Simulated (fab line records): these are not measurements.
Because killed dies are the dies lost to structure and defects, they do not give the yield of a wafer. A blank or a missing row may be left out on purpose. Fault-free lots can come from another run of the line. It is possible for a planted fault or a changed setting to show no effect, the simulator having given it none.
Check of tool commonality / flow berkeleyCmos170 / 14 lots and 42 wafers in the sample

WHY IT WAS OPENED
2 of 14 lots carry a flag on the reading NLDD_TW at UCB170_NLDD_TW_MEAS_11. No-fault wafers: 2229, standard deviation 8.7.
Rule: a lot gets a flag if all its wafers with a number sit over 4 standard deviations from that mean, or if no wafer of it has a number. As for the other lots, they are considered sound.

lot=L955; measured=day 7 18:35; on=filmMetro-03; NLDD_TW, wafer by wafer=2228 2236 2229; flag=
lot=L956; measured=day 7 19:07; on=filmMetro-03; NLDD_TW, wafer by wafer=2228 2229 2230; flag=
lot=L959; measured=day 8 18:10; on=filmMetro-03; NLDD_TW, wafer by wafer=2222 2224 2229; flag=
lot=L958; measured=day 8 18:24; on=filmMetro-04; NLDD_TW, wafer by wafer=2231 2231 2231; flag=
lot=L960; measured=day 9 08:38; on=filmMetro-01; NLDD_TW, wafer by wafer=2222 2230 2227; flag=
lot=L961; measured=day 9 08:52; on=filmMetro-01; NLDD_TW, wafer by wafer=2230 2221 2224; flag=
lot=L963; measured=day 9 20:25; on=filmMetro-03; NLDD_TW, wafer by wafer=2227 2232 2227; flag=
lot=L966; measured=day 10 20:56; on=filmMetro-04; NLDD_TW, wafer by wafer=2125 2124 2121; flag=FLAGGED
lot=L971; measured=day 11 17:13; on=filmMetro-01; NLDD_TW, wafer by wafer=2243 2233 2246; flag=
lot=L969; measured=day 11 17:27; on=filmMetro-03; NLDD_TW, wafer by wafer=2142 2128 2130; flag=FLAGGED
lot=L972; measured=day 12 05:48; on=filmMetro-04; NLDD_TW, wafer by wafer=2229 2249 2241; flag=
lot=L974; measured=day 12 10:40; on=filmMetro-04; NLDD_TW, wafer by wafer=2238 2242 2234; flag=
lot=L977; measured=day 12 21:17; on=filmMetro-01; NLDD_TW, wafer by wafer=2226 2218 2213; flag=
lot=L976; measured=day 12 21:26; on=filmMetro-03; NLDD_TW, wafer by wafer=2227 2218 2222; flag=
The mean of the flagged lots' numbers is 2128, -101 from the usual (-12 standard deviations).

WHICH TOOL RAN EACH LOT
The record keeps 1 process step preceding the reading, out of 331 steps on the route. Each cell gives the tool, then ch followed by the chambers the sampled wafers passed through, then the start.
lot=L955; flag=; UCB170_NLDD_IMPLANT_09=implanter-04 ch 0, day 7 18:20
lot=L956; flag=; UCB170_NLDD_IMPLANT_09=implanter-01 ch 0, day 7 18:52
lot=L959; flag=; UCB170_NLDD_IMPLANT_09=implanter-04 ch 0, day 8 17:56
lot=L958; flag=; UCB170_NLDD_IMPLANT_09=implanter-01 ch 0, day 8 18:10
lot=L960; flag=; UCB170_NLDD_IMPLANT_09=implanter-01 ch 0, day 9 08:23
lot=L961; flag=; UCB170_NLDD_IMPLANT_09=implanter-04 ch 0, day 9 08:37
lot=L963; flag=; UCB170_NLDD_IMPLANT_09=implanter-01 ch 0, day 9 20:10
lot=L966; flag=FLAGGED; UCB170_NLDD_IMPLANT_09=implanter-01 ch 0, day 10 20:41
lot=L971; flag=; UCB170_NLDD_IMPLANT_09=implanter-04 ch 0, day 11 16:58
lot=L969; flag=FLAGGED; UCB170_NLDD_IMPLANT_09=implanter-01 ch 0, day 11 17:12
lot=L972; flag=; UCB170_NLDD_IMPLANT_09=implanter-03 ch 0, day 12 05:34
lot=L974; flag=; UCB170_NLDD_IMPLANT_09=implanter-04 ch 0, day 12 10:25
lot=L977; flag=; UCB170_NLDD_IMPLANT_09=implanter-04 ch 0, day 12 21:05
lot=L976; flag=; UCB170_NLDD_IMPLANT_09=implanter-03 ch 0, day 12 21:11
What is done by these steps:
- UCB170_NLDD_IMPLANT_09
- UCB170_NLDD_TW_MEAS_11

FLAGGED OVER TOTAL, TOOL BY TOOL (the gauges that took the reading come last)
step=UCB170_NLDD_IMPLANT_09; tool=implanter-01; lots run=6; flagged=2; share of the flagged lots=all; sound lots run after its first flagged lot=0
step=UCB170_NLDD_IMPLANT_09; tool=implanter-03; lots run=2; flagged=0; share of the flagged lots=none; sound lots run after its first flagged lot=-
step=UCB170_NLDD_IMPLANT_09; tool=implanter-04; lots run=6; flagged=0; share of the flagged lots=none; sound lots run after its first flagged lot=-
step=UCB170_NLDD_TW_MEAS_11; tool=filmMetro-01; lots run=4; flagged=0; share of the flagged lots=none; sound lots run after its first flagged lot=-
step=UCB170_NLDD_TW_MEAS_11; tool=filmMetro-03; lots run=6; flagged=1; share of the flagged lots=some; sound lots run after its first flagged lot=1 (L976)
step=UCB170_NLDD_TW_MEAS_11; tool=filmMetro-04; lots run=4; flagged=1; share of the flagged lots=some; sound lots run after its first flagged lot=2 (L972,L974)

WHAT THE TABLE ALLOWS
1 row of the table ran every flagged lot: implanter-01 at UCB170_NLDD_IMPLANT_09.
- implanter-01 at UCB170_NLDD_IMPLANT_09 ran 6 lots, 2 of them flagged. It ran its last sound lot, L963, at day 9 20:10 and its first flagged lot, L966, at day 10 20:41: a fault with its onset between the two fits. Its own readings lie more than 4 standard deviations out on every wafer of the flagged lots: doseIonsCm2, faradayCurrentUA.
What remains is a single tool, implanter-01 at UCB170_NLDD_IMPLANT_09.

WHAT HAD BEEN PUT IN BY THE SIMULATOR
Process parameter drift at UCB170_NLDD_IMPLANT_09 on implanter-01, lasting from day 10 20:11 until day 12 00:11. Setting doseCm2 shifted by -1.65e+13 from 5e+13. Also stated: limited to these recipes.
Struck lots among those shown: L966, L969. The same result came from the rule above.
